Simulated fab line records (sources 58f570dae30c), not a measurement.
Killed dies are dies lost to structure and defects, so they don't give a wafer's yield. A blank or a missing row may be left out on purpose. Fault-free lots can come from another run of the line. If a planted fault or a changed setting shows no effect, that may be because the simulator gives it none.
Which tool did it?    flow berkeley_cmos170    Sampling: 14 lots, 42 wafers, 3 of 331 route steps

WHAT EACH GAUGE READ, for each wafer
UCB170_SDANNEAL_RS_MEAS_04: the measuring method here is four-point-probe.
lot   measured      on             PLDD_RS (ohm/sq)
L666  day 8 04:25   film_metro-01  1027.7 1025.3 1031.7
L667  day 8 03:38   film_metro-03  1031.6 1031.9 1029.9
L669  day 8 04:40   film_metro-03  1032.9 1030.5 1031.2
L671  day 9 21:51   film_metro-02  1028.2 1027.0 1031.3
L670  day 9 21:22   film_metro-01  1032.9 1031.7 1030.9
L672  day 9 21:11   film_metro-02  1026.8 1031.7 1031.4
L674  day 10 02:46  film_metro-01  1032.5 1032.0 1031.3
L675  day 10 03:14  film_metro-03  1036.5 1033.6 1033.8
L676  day 10 12:47  film_metro-01  1034.7 1035.3 1036.8
L679  day 11 06:25  film_metro-01  1028.7 1031.8 1029.1
L681  day 11 20:24  film_metro-02  1032.1 1030.0 1029.7
L682  day 11 20:43  film_metro-01  1037.1 1032.7 1032.8
L684  day 12 02:59  film_metro-02  1026.5 1025.5 1026.5
L686  day 12 19:32  film_metro-01  1027.3 1030.6 1029.5

UCB170_M1_CD_MEAS_09 targets a cd of 700 nm.
lot   measured      on         cd_nm (nm)
L666  day 8 12:28   cd_sem-01  699.4 699.8 700.0
L667  day 8 10:19   cd_sem-02  699.9 699.4 698.7
L669  day 8 13:01   cd_sem-01  699.7 699.3 699.6
L671  day 10 05:17  cd_sem-02  701.3 702.2 701.2
L670  day 10 05:02  cd_sem-02  701.0 700.7 701.7
L672  day 10 03:32  cd_sem-02  700.2 699.1 699.5
L674  day 10 11:14  cd_sem-01  704.3 702.2 702.0
L675  day 10 11:35  cd_sem-02  699.9 701.7 700.5
L676  day 10 19:02  cd_sem-02  700.4 700.9 702.1
L679  day 11 18:11  cd_sem-01  702.6 703.6 702.5
L681  day 12 04:13  cd_sem-02  700.1 699.4 699.5
L682  day 12 09:38  cd_sem-01  699.9 699.4 698.8
L684  day 12 15:29  cd_sem-01  701.2 700.0 701.0
L686  day 13 03:44  cd_sem-01  700.8 699.2 701.0

WHICH TOOL RAN EACH LOT (tool, then ch and the chambers of the sampled wafers, then the start)
lot   UCB170_NWELL_STRIP_15
L666  plasma_asher-02 ch 0,1, day 2 13:35
L667  plasma_asher-04 ch 0,1, day 2 21:48
L669  plasma_asher-02 ch 0,1, day 3 05:29
L671  plasma_asher-02 ch 0,1, day 3 12:42
L670  plasma_asher-03 ch 0,1, day 3 12:57
L672  plasma_asher-03 ch 0,1, day 3 20:25
L674  plasma_asher-03 ch 0,1, day 4 04:09
L675  plasma_asher-02 ch 0,1, day 4 11:45
L676  plasma_asher-04 ch 0,1, day 4 18:41
L679  plasma_asher-02 ch 0, day 5 08:53
L681  plasma_asher-03 ch 0,1, day 5 22:29
L682  plasma_asher-04 ch 0,1, day 5 22:43
L684  plasma_asher-02 ch 0,1, day 6 16:47
L686  plasma_asher-02 ch 0,1, day 6 23:10
- UCB170_NWELL_STRIP_15: strips in O2.

WHAT THE TOOLS THEMSELVES READ (means of the sampled wafers that have a number; where no wafer has one, the mark that the record gives instead)
UCB170_NWELL_STRIP_15.
lot   tool             drypump_motor_current_A (A)  o2_flow_sccm (sccm)  oes_product_au (a.u.)  strip_time_to_endpoint_s (s)
L666  plasma_asher-02  5.60                         400.1                0.723                  18.05
L667  plasma_asher-04  5.28                         401.1                0.720                  17.99
L669  plasma_asher-02  5.59                         399.6                0.721                  18.04
L671  plasma_asher-02  5.60                         401.4                0.722                  18.00
L670  plasma_asher-03  5.91                         398.5                0.722                  18.05
L672  plasma_asher-03  5.88                         399.3                0.728                  18.09
L674  plasma_asher-03  5.91                         399.9                0.722                  17.97
L675  plasma_asher-02  5.74                         400.3                0.722                  17.88
L676  plasma_asher-04  5.48                         400.4                0.719                  17.97
L679  plasma_asher-02  5.45                         399.8                0.717                  17.97
L681  plasma_asher-03  5.77                         398.6                0.718                  17.89
L682  plasma_asher-04  5.29                         400.7                0.717                  17.93
L684  plasma_asher-02  5.61                         399.8                0.722                  17.90
L686  plasma_asher-02  5.58                         399.5                0.723                  17.96

THE ANSWER, worked out from the rows above alone
Rule: usual is defined by the lots themselves. The widest of any qualifying gaps counts: lots, ordered by their means at a reading, are off when they make up no more than a third of the lots, leave a main group of 4 or more, and stand apart from it by 3 or more times the standard deviation of that group's means. If all means in a main group match to the digits the tables above print for the reading, that group is not used. A lot without any number at a reading at which 4 lots or more have one is off too. Where the step has rows for the other lots, those lots are counted as sound. The gauges are gone through in route order, then the tools' own readings, and for those a lot's mean is taken as printed above. At the first step where some lot is off, the reading lying furthest off is the one used; lots without a number count as furthest.
Across all readings shown, no lot is off: no conclusion can be drawn from this.

WHAT HAD BEEN PUT IN BY THE SIMULATOR
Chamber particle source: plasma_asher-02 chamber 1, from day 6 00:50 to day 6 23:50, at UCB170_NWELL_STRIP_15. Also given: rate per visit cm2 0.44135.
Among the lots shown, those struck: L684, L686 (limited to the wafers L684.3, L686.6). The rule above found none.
